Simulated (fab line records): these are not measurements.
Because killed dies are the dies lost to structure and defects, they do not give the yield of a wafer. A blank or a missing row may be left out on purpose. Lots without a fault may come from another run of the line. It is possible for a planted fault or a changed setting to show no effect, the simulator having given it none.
Comparing a struck lot with a sound one    flow berkeley_cmos170    15 steps out of a route of 331
Sound: wafers L134.3, L134.5, L134.6. The struck wafers were L141.2, L141.4, L141.5. The cause comes at the end.
Per side, at each step with rows, come the tool, then ch with its chambers, and then its first start. Under that, the readings that differ: sound wafers    struck wafers    difference of the means    sigmas: that difference in standard deviations of wafers without a fault.
alike: readings with means less than 2 such deviations apart, plus words and numbers identical on both sides. not compared: withheld readings, readings lacking a value on some wafer, bounds such as >300 that could conceal the same value, and numbers that have no deviation in the record and whose values overlap.
The two part at a step that has a row with sigmas, a row that says differs or no value, or rows on one side only. Non-overlapping numbers with no deviation appear without sigmas and do not part them. A reading that every wafer of one side lacks parts them only if that side has two wafers or more.

UCB170_M1_RS_MEAS_01: measures by four-point-probe.
  struck on film_metro-04, day 11 08:32; sound on film_metro-01, day 9 17:43
  alike: M1_AL_RS
UCB170_M1_THK_MEAS_02: measures by xrf.
  struck on film_metro-04, day 11 08:39; sound on film_metro-01, day 9 17:49
reading         sound        struck       difference  sigmas
M1_AL_THK (nm)  580 575 577  591 594 592  +15         +2
then, 6 steps without rows for these wafers: UCB170_M1_COAT_03; UCB170_M1_COAT_04 (resist thk 900 nm); UCB170_M1_SOFTBAKE_05 (time 60 s); UCB170_M1_EXPOSE_06 (exposes mask METAL1, target cd 700 nm); UCB170_M1_PEB_07; UCB170_M1_DEVELOP_08 (develop time 45 s).
UCB170_M1_CD_MEAS_09: the cd target is 700 nm.
  struck on cd_sem-01, day 11 10:01; sound on cd_sem-01, day 9 18:50
  alike: cd_nm
UCB170_M1_OVL_MEAS_10:
  struck on overlay-02, day 11 10:07; sound on overlay-02, day 9 18:56
  alike: M1_OVL
UCB170_M1_ETCH_11: etches BARC in N2/H2.
  sound on rie_diel-04 ch 0,1,3, day 9 18:57; struck on rie_diel-01 ch 0,3, day 11 10:08
  alike: drypump_motor_current_A, oes_product_au, throttle_valve_pct
UCB170_M1_METAL_ETCH_12: etches Al in Cl2/BCl3, stops on PSG, target depth 780 nm, time 130 s.
  sound on rie_metal-02 ch 0,1, day 9 19:02; struck on rie_metal-03 ch 0,1, day 11 10:11
reading                      sound        struck       difference  sigmas
drypump_motor_current_A (A)  6.3 6.3 6.3  5.6 5.2 5.2  -1.0        -2
  alike: oes_product_au, throttle_valve_pct
  not compared: rf_hours_counter_h
UCB170_M1_STRIP_13: strips in O2.
  sound on plasma_asher-04 ch 0,1, day 9 19:10; struck on plasma_asher-04 ch 0,1, day 11 10:19
reading                sound              struck             difference  sigmas
o2_flow_sccm (sccm)    399.6 400.7 399.5  200.9 200.1 200.6  -199.4      -99 or more
oes_product_au (a.u.)  0.718 0.720 0.716  0.658 0.659 0.656  -0.060      -14
  alike: drypump_motor_current_A
  not compared: rf_hours_counter_h
UCB170_M1_CD_MEAS_90: the cd target is 700 nm.
  struck on cd_sem-01, day 11 10:26; sound on cd_sem-01, day 9 19:19
  alike: cd_nm
next, for these wafers, 1 step has no rows: UCB170_M3_PROBE_99.

== WHERE THEY PART ==
First at UCB170_M1_THK_MEAS_02; last, within this record, at UCB170_M1_STRIP_13. Later steps at which nothing parts them and some readings are alike: UCB170_M1_CD_MEAS_90.

WHY: the cause the simulator had injected
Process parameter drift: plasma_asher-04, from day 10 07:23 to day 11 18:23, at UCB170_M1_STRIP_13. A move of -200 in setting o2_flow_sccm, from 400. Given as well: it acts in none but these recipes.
